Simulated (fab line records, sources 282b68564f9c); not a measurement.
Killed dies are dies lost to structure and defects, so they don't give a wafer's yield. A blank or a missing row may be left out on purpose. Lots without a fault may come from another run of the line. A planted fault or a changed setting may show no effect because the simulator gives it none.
Split-lot experiment | flow rit_cmos | 5 lots, 23 wafers read, on a route of 202 steps

THE SPLIT
At RIT_ACTIVE_COAT_06 (resist thk 1000 nm), the setting resist_thk_nm was moved away from the recipe's 1000 nm on 9 of the 23 wafers read, by -5.0% to -2.7%. The other wafers ran this setting at the recipe's value.

FROM THE SPLIT TO THE READING: what the file shows between them, 8 steps
- RIT_ACTIVE_SOFTBAKE_07: time 60 s (also split here: temp_c)
- RIT_ACTIVE_EXPOSE_08: exposes mask M1, target cd 1400 nm
- RIT_ACTIVE_PEB_09
- RIT_ACTIVE_DEVELOP_10: develop time 50 s
- RIT_ACTIVE_CD_MEAS_11: target cd 1400 nm
- RIT_ACTIVE_HARDBAKE_12: time 60 s
- RIT_ACTIVE_ETCH_13: etches Si3N4 in SF6, stops on SiO2, time 210 s, target depth 210 nm (also split here: over_etch_frac)
- RIT_ACTIVE_STRIP_14: strips in O2, time 180 s

THE READING
cd_nm, in nm, at RIT_ACTIVE_CD_MEAS_90 (target cd 1400 nm). Fault-free wafers of this fab line usually give 1399.5 nm, standard deviation 2 nm.

wafer  | tool, chamber at the split | resist_thk_nm as run, nm | against the recipe | cd_nm, nm | against lot-mates on the recipe
L076.1 | litho_track-01, 0          | 1000                     | recipe             | 1400.7    | -
L076.2 | litho_track-01, 0          | 1000                     | recipe             | 1401.6    | -
L076.4 | litho_track-01, 0          | 973.1                    | -2.7%              | 1397.5    | -3.7
L076.5 | litho_track-01, 0          | 973.1                    | -2.7%              | 1398.7    | -2.5
L076.6 | litho_track-01, 0          | 973.1                    | -2.7%              | 1398.5    | -2.7
L077.2 | litho_track-01, 0          | 1000                     | recipe             | 1399.6    | -
L077.3 | litho_track-01, 0          | 1000                     | recipe             | 1399.6    | -
L077.4 | litho_track-01, 0          | 949.9                    | -5.0%              | 1394.6    | -5.0
L077.5 | litho_track-01, 0          | 949.9                    | -5.0%              | 1394.5    | -5.1
L077.6 | litho_track-01, 0          | 949.9                    | -5.0%              | 1394.7    | -4.9
L081.3 | litho_track-01, 0          | 1000                     | recipe             | 1400.0    | -
L081.4 | litho_track-01, 0          | 1000                     | recipe             | 1400.0    | -
L081.5 | litho_track-01, 0          | 1000                     | recipe             | 1400.4    | -
L082.1 | litho_track-01, 0          | 967.2                    | -3.3%              | 1393.4    | -6.2
L082.2 | litho_track-01, 0          | 1000                     | recipe             | 1400.4    | -
L082.3 | litho_track-01, 0          | 1000                     | recipe             | 1398.7    | -
L082.5 | litho_track-01, 0          | 967.2                    | -3.3%              | 1393.0    | -6.6
L082.6 | litho_track-01, 0          | 967.2                    | -3.3%              | 1394.4    | -5.2
L083.1 | litho_track-01, 0          | 1000                     | recipe             | 1400.9    | -
L083.2 | litho_track-01, 0          | 1000                     | recipe             | 1402.1    | -
L083.3 | litho_track-01, 0          | 1000                     | recipe             | 1400.6    | -
L083.5 | litho_track-01, 0          | 1000                     | recipe             | 1401.4    | -
L083.6 | litho_track-01, 0          | 1000                     | recipe             | 1403.5    | -

THE FIT
A straight line over all 23 wafers: cd_nm changes by +1.38 nm for each +1% of resist_thk_nm; r = +0.88; the points scatter about the line by 1.5 nm.
The same after taking each lot's own level away (the mean of its wafers on the recipe; 23 wafers): +1.19 nm for each +1%; r = +0.91; scatter 1.1 nm.
On that fit, the largest move of resist_thk_nm shifts the reading by 6 nm.
The lots' own levels span 1399.55 to 1401.70 nm, that is 1.1 times the standard deviation above.
So the lot-to-lot level changes the slope: the two fits differ.
Check: with one of the wafers moved furthest among these (-5.0%) left out of the fit, the line predicts -6.33 nm for it against its lot-mates. It came out at -5 nm against them.

OTHER SPLITS ON THESE WAFERS
These wafers also went through other splits before the reading. Each is held against what the fit with the lots' levels taken away leaves over:
other split on the same wafers    | wafers away from the commonest value | r with cd_nm (lot level and that fit taken away)
RIT_ACTIVE_SOFTBAKE_07 temp_c     | 9                                    | +0.02
RIT_ACTIVE_ETCH_13 over_etch_frac | 4                                    | +0.06

THE WHOLE CHAIN: every reading that the file lists as answering this split, in the file's order
step                   | what it does                                                        | reading                                                                           | change (the file's fit)              | r (the file's)
RIT_ACTIVE_COAT_06     | resist thk 1000 nm                                                  | NOVOLAK_of_ACTIVE_COAT_06.thk_nm (the simulator's own value, which no gauge read) | +10.3 nm for each +1% of the setting | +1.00
RIT_ACTIVE_CD_MEAS_11  | target cd 1400 nm                                                   | cd_nm                                                                             | +1.21 nm for each +1% of the setting | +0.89
RIT_ACTIVE_HARDBAKE_12 | time 60 s                                                           | NOVOLAK_of_ACTIVE_COAT_06.thk_nm (the simulator's own value, which no gauge read) | +8.99 nm for each +1% of the setting | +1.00
RIT_ACTIVE_ETCH_13     | etches Si3N4 in SF6, stops on SiO2, time 210 s, target depth 210 nm | NOVOLAK_of_ACTIVE_COAT_06.thk_nm (the simulator's own value, which no gauge read) | +8.8 nm for each +1% of the setting  | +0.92
RIT_ACTIVE_CD_MEAS_90  | target cd 1400 nm                                                   | cd_nm                                                                             | +1.22 nm for each +1% of the setting | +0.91

THE FILE'S OWN FIT
cd_nm changes by +1.22 nm for each +1% of resist_thk_nm, r = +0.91.
